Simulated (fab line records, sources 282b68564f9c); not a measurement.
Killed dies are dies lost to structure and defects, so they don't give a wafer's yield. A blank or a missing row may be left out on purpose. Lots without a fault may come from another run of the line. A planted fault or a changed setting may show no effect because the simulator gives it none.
One fault seen from 2 desks | flow rit_cmos | each desk has only its own numbers; what lay behind them comes last

THE TOOL OWNER'S DESK: lpcvd-02
The tool's own readings at RIT_SPACER_CVD_03 (deposits Si3N4 from SiH2Cl2/NH3, target thk 250 nm, time 3300 s): means of the sampled wafers that have a number, for each lot that ran on this tool. A lot is out of limits, marked OUT, if its mean lies more than 4 standard deviations from the usual mean; the brackets give that distance.
Columns: A = sih2cl2_flow_sccm at RIT_SPACER_CVD_03, usual 59.96 sccm; B = zone_power_source_pct at RIT_SPACER_CVD_03, usual 19.6 %
lot  | first seen here | A     | B
L919 | day 3 15:32     | 60.00 | 20.5
L920 | day 4 04:55     | 60.04 | 20.7
L922 | day 4 04:55     | 59.88 | 20.8
L924 | day 4 14:49     | 60.00 | 18.4
L929 | day 5 18:12     | 59.88 | 18.5
L931 | day 6 02:53     | 59.97 | 20.5
L932 | day 6 07:08     | 60.08 | 20.7
L933 | day 6 16:21     | 60.01 | 20.7
L934 | day 6 23:35     | 59.75 | 18.3
L936 | day 7 10:10     | 60.05 | 18.2
This desk's finding: nothing out of limits on any of the 10 lots.

THE METROLOGY DESK
What the gauges read, lot by lot, whatever tool the lot ran on: means of the sampled wafers that have a number. A lot is out of limits, marked OUT, if its mean lies more than 4 standard deviations from the usual mean; the brackets give that distance.
Columns: A = NWELL_OVL at RIT_NWELL_OVL_MEAS_06, usual -0.8 nm; B = PWELL_OVL at RIT_PWELL_OVL_MEAS_06, usual -1.6 nm; C = SPACER_NITRIDE_THK at RIT_SPACER_THK_MEAS_04, usual 249.4 nm
lot  | first seen here | A    | B    | C
L917 | day 2 06:52     | -0.9 | -1.4 | 248.3
L918 | day 2 10:20     | -2.7 | -1.5 | 252.9
L919 | day 2 13:58     | -2.5 | -1.3 | 253.1
L920 | day 3 00:49     | -0.2 | -0.8 | 246.8
L922 | day 3 03:07     | -0.5 | -2.4 | 246.5
L924 | day 3 14:32     | 1.4  | -1.9 | 249.6
L929 | day 4 15:05     | 0.2  | -2.2 | 249.9
L931 | day 5 00:51     | -0.1 | -2.9 | 249.4
L932 | day 5 05:49     | -2.0 | -2.2 | 271.3 (+9.5) OUT
L933 | day 5 11:29     | 0.3  | 0.2  | 269.9 (+8.9) OUT
L934 | day 5 15:01     | -2.2 | -0.9 | 250.7
L935 | day 5 22:14     | -0.2 | -1.3 | 248.0
L936 | day 6 03:12     | -0.5 | -2.0 | 250.8
L938 | day 6 18:17     | 0.6  | -0.0 | 249.0
This desk's finding: out of limits on L932, L933; first on L932, day 6 09:04 (SPACER_NITRIDE_THK at RIT_SPACER_THK_MEAS_04). In limits: L917, L918, L919, L920, L922, L924, L929, L931, L934, L935, L936, L938.

PUT TOGETHER
The metrology desk could have raised an alarm at day 6 09:04, on L932, L933.
The tool owner's desk saw nothing out of limits.
The tool owner's desk has L932, L933 on record, within its limits.
Of the lots named, all ran RIT_SPACER_CVD_03 on lpcvd-02.

WHAT THE SIMULATOR HAD PUT IN
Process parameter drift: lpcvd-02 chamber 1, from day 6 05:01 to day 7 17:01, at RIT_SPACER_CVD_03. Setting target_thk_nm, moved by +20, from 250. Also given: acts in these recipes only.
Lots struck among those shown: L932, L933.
Hours from the fault's start to each desk's first reading out of limits: the metrology desk, 4.
